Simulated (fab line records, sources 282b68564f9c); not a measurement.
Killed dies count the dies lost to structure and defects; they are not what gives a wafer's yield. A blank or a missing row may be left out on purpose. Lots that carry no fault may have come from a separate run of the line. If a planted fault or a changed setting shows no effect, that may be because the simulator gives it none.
Which tool did it? | flow rit-cmos | Sampling: 13 lots, 39 wafers, 3 of 202 route steps

== WHAT EACH GAUGE READ, for each wafer ==
RIT_M1_RS_MEAS_01: uses a four-point probe to measure. Usual: M1_AL_RS 0.0738 ohm/sq, standard deviation 0.00088.
lot  | measured     | on            | M1_AL_RS (ohm/sq)    | flag
L202 | day 3 06:53  | film-metro-04 | 0.0744 0.0728 0.0735 |
L204 | day 3 23:10  | film-metro-04 | 0.0721 0.0718 0.0721 |
L205 | day 4 05:34  | film-metro-01 | 0.0735 0.0736 0.0741 |
L215 | day 6 09:59  | film-metro-04 | 0.0634 0.0725 0.0727 | OFF
L216 | day 6 13:49  | film-metro-03 | 0.0732 0.0741 0.0738 |
L217 | day 6 16:54  | film-metro-04 | 0.0741 0.0737 0.0752 |
L218 | day 7 00:47  | film-metro-01 | 0.0743 0.0742 0.0738 |
L220 | day 7 06:17  | film-metro-03 | 0.0734 0.0742 0.0733 |
L221 | day 7 09:01  | film-metro-04 | 0.0725 0.0725 0.0726 |
L222 | day 7 15:28  | film-metro-04 | 0.0751 0.0737 0.0755 |
L223 | day 7 20:22  | film-metro-03 | 0.0748 0.0752 0.0744 |
L225 | day 8 01:41  | film-metro-03 | 0.0748 0.0755 0.0736 |
L224 | day 19 14:01 | film-metro-04 | 0.0752 0.0737 0.0752 |

RIT_M1_THK_MEAS_02: measures by xrf. Usual: M1_AL_THK 391 nm, standard deviation 4.8.
lot  | measured     | on            | M1_AL_THK (nm) | flag
L202 | day 3 07:00  | film-metro-04 | 389 393 393    |
L204 | day 3 23:17  | film-metro-04 | 400 401 401    |
L205 | day 4 05:41  | film-metro-01 | 389 389 390    |
L215 | day 6 10:07  | film-metro-04 | 453 397 397    | OFF
L216 | day 6 13:55  | film-metro-03 | 398 394 395    |
L217 | day 6 17:01  | film-metro-04 | 393 391 384    |
L218 | day 7 00:54  | film-metro-01 | 386 385 389    |
L220 | day 7 06:23  | film-metro-03 | 395 394 396    |
L221 | day 7 09:08  | film-metro-04 | 400 401 396    |
L222 | day 7 15:34  | film-metro-04 | 386 393 384    |
L223 | day 7 20:29  | film-metro-03 | 387 386 392    |
L225 | day 8 01:48  | film-metro-03 | 388 387 392    |
L224 | day 19 14:08 | film-metro-04 | 385 392 384    |

== EACH LOT AND THE TOOL THAT RAN IT (in order: tool; ch and the chambers of the sampled wafers; start) ==
lot  | RIT_M1_SPUTTER_00
L202 | pvd-sputter-01, day 3 06:35
L204 | pvd-sputter-03, day 3 22:51
L205 | pvd-sputter-02, day 4 05:16
L215 | pvd-sputter-03, day 6 09:42
L216 | pvd-sputter-02, day 6 13:30
L217 | pvd-sputter-01, day 6 16:35
L218 | pvd-sputter-02, day 7 00:28
L220 | pvd-sputter-02, day 7 05:58
L221 | pvd-sputter-01, day 7 08:43
L222 | pvd-sputter-01, day 7 15:07
L223 | pvd-sputter-02, day 7 20:04
L225 | pvd-sputter-01, day 8 01:23
L224 | pvd-sputter-02, day 19 13:43
- RIT_M1_SPUTTER_00: material Al, target thk 400 nm, time 500 s.

== WHAT THE TOOLS THEMSELVES READ (means of the sampled wafers that have a number; where no wafer has one, the mark that the record gives instead) ==
RIT_M1_SPUTTER_00. Usual: cathode-dc-power-W 2000.0 W, standard deviation 0.4; throttle-valve-pct 29.9 %, standard deviation 0.93.
lot  | tool           | cathode-dc-power-W (W) | throttle-valve-pct (%) | flag
L202 | pvd-sputter-01 | 2000.1                 | 29.4                   |
L204 | pvd-sputter-03 | 2000.1                 | 29.2                   |
L205 | pvd-sputter-02 | 2000.2                 | 30.9                   |
L215 | pvd-sputter-03 | 2099.9                 | 30.0                   | OFF
L216 | pvd-sputter-02 | 2000.2                 | 30.8                   |
L217 | pvd-sputter-01 | 1999.9                 | 29.5                   |
L218 | pvd-sputter-02 | 2000.5                 | 30.2                   |
L220 | pvd-sputter-02 | 2000.2                 | 30.8                   |
L221 | pvd-sputter-01 | 2000.1                 | 29.2                   |
L222 | pvd-sputter-01 | 1999.7                 | 30.0                   |
L223 | pvd-sputter-02 | 1999.8                 | 30.4                   |
L225 | pvd-sputter-01 | 1999.8                 | 29.5                   |
L224 | pvd-sputter-02 | 2000.2                 | 30.7                   |

== THE ANSWER, worked out from the rows above alone ==
Rule: take the mean of a lot's wafers that have a number; if it is more than 3 standard deviations from the usual mean, the lot is off. A lot without any number at a reading at which 4 lots or more have one is off too. All remaining lots with rows at the step are treated as sound. The gauges are gone through in route order, then the tools' own readings, and for those a lot's mean is taken as printed above. The first step at which some lot is off is used, and at that step the reading that is off furthest; a lot without a number counts as furthest.
Off: at RIT_M1_RS_MEAS_01 (M1_AL_RS), L215.
If a tool, at a process step before that reading, ran all the lots that are off and no sound lot after the first of them, it fits. The gauges at RIT_M1_RS_MEAS_01 aren't tried: what is off there is off at RIT_M1_SPUTTER_00 too, on other tools, and a gauge's error can't cause that. One fits: RIT_M1_SPUTTER_00 on pvd-sputter-03. Its last sound lot is L204 (day 3 22:51), its first lot that is off L215 (day 6 09:42): a fault that began between those two fits.
The tool's own readings at RIT_M1_SPUTTER_00 bear it out: on the lots that are off they differ by more than 5 times the standard deviation of the sound lots' means. cathode-dc-power-W reads 2099.9 W there against 2000.1 W on the sound lots.

== WHAT THE SIMULATOR HAD PUT IN ==
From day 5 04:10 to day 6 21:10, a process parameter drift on pvd-sputter-03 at RIT_M1_SPUTTER_00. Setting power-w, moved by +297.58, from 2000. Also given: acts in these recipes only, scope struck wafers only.
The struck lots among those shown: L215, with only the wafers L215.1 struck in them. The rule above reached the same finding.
